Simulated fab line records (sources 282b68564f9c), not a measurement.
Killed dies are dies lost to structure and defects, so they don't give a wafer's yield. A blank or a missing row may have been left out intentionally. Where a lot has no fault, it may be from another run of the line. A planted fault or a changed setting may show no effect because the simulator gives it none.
Tool commonality check | flow ritCmos | 13 lots and 39 wafers in the sample

== WHY IT WAS OPENED ==
Of 13 lots, 1 have the reading NSD_TW flagged at RIT_NSD_TW_MEAS_10. Fault-free wafers read 3099, with a standard deviation of 37.
Rule: flag the lot when none of its wafers has a number, or when each of its wafers that has one lies beyond 4 standard deviations from that mean. The rest of the lots are taken to be sound.

lot  | measured    | on           | NSD_TW, wafer by wafer | flag
L518 | day 3 00:07 | filmMetro-01 | 3144 3154 3157         | 
L519 | day 3 08:29 | filmMetro-01 | 3134 3143 3151         | 
L521 | day 3 21:38 | filmMetro-02 | 3100 3093 3092         | 
L522 | day 4 01:24 | filmMetro-02 | 3090 3108 3106         | 
L523 | day 4 04:46 | filmMetro-01 | 3114 3142 3116         | 
L525 | day 4 18:46 | filmMetro-01 | 3146 3139 3122         | 
L527 | day 4 22:59 | filmMetro-01 | 30 30 30               | FLAGGED
L535 | day 6 16:56 | filmMetro-04 | 3041 3006 3023         | 
L536 | day 6 19:01 | filmMetro-02 | 3137 3117 3123         | 
L537 | day 7 04:42 | filmMetro-02 | 3108 3127 3128         | 
L538 | day 7 07:51 | filmMetro-01 | 3091 3122 3103         | 
L539 | day 7 10:22 | filmMetro-04 | 3045 3041 3029         | 
L541 | day 7 22:53 | filmMetro-04 | 3042 3047 3054         | 
On average the flagged lots' numbers are 30, which is -3069 against the usual, or -83 standard deviations.

== EACH LOT AND THE TOOL IT RAN ON ==
The record holds 1 process step before the reading, out of a route of 202 steps. In each cell: the tool, then ch and the chambers that the sampled wafers went through, then the start.
lot  | flag    | RIT_NSD_EXPOSE_03
L518 |         | ilineStepper-01 ch 0, day 2 23:12
L519 |         | ilineStepper-02 ch 0, day 3 07:35
L521 |         | ilineStepper-01 ch 0, day 3 20:43
L522 |         | ilineStepper-02 ch 0, day 4 00:31
L523 |         | ilineStepper-01 ch 0, day 4 03:51
L525 |         | ilineStepper-02 ch 0, day 4 17:51
L527 | FLAGGED | ilineStepper-01 ch 0, day 4 22:05
L535 |         | ilineStepper-01 ch 0, day 6 15:49
L536 |         | ilineStepper-01 ch 0, day 6 18:07
L537 |         | ilineStepper-02 ch 0, day 7 03:47
L538 |         | ilineStepper-01 ch 0, day 7 06:56
L539 |         | ilineStepper-01 ch 0, day 7 09:29
L541 |         | ilineStepper-02 ch 0, day 7 21:59
These steps, and what they do:
- RIT_NSD_EXPOSE_03: exposes mask M9, target cd 40700 nm.
- RIT_NSD_TW_MEAS_10

== FLAGGED AGAINST TOTAL, ONE TOOL AT A TIME (gauges that did the reading follow at the end) ==
step               | tool            | lots run | flagged | share of the flagged lots | sound lots run after its first flagged lot
RIT_NSD_EXPOSE_03  | ilineStepper-01 | 8        | 1       | all                       | 4 (L535,L536,L538,L539)
RIT_NSD_EXPOSE_03  | ilineStepper-02 | 5        | 0       | none                      | -
RIT_NSD_TW_MEAS_10 | filmMetro-01    | 6        | 1       | all                       | 1 (L538)
RIT_NSD_TW_MEAS_10 | filmMetro-02    | 4        | 0       | none                      | -
RIT_NSD_TW_MEAS_10 | filmMetro-04    | 3        | 0       | none                      | -

== THE TABLE: WHAT IT ALLOWS ==
Rows of the table that ran all the flagged lots, 2 in number: ilineStepper-01 at RIT_NSD_EXPOSE_03; filmMetro-01 at RIT_NSD_TW_MEAS_10.
- ilineStepper-01 at RIT_NSD_EXPOSE_03: 1 of its 8 lots flagged. Lots that were sound ran on it after the first flagged one (L535, L536, L538, L539); a persistent fault on the entire tool would not allow that.
- filmMetro-01 at RIT_NSD_TW_MEAS_10: 1 of its 6 lots flagged. Lots that were sound ran on it after the first flagged one (L538); a persistent fault on the entire tool would not allow that.
Every row of the table either missed a flagged lot or ran a sound lot after the first.

== WHAT THE SIMULATOR HAD PUT IN ==
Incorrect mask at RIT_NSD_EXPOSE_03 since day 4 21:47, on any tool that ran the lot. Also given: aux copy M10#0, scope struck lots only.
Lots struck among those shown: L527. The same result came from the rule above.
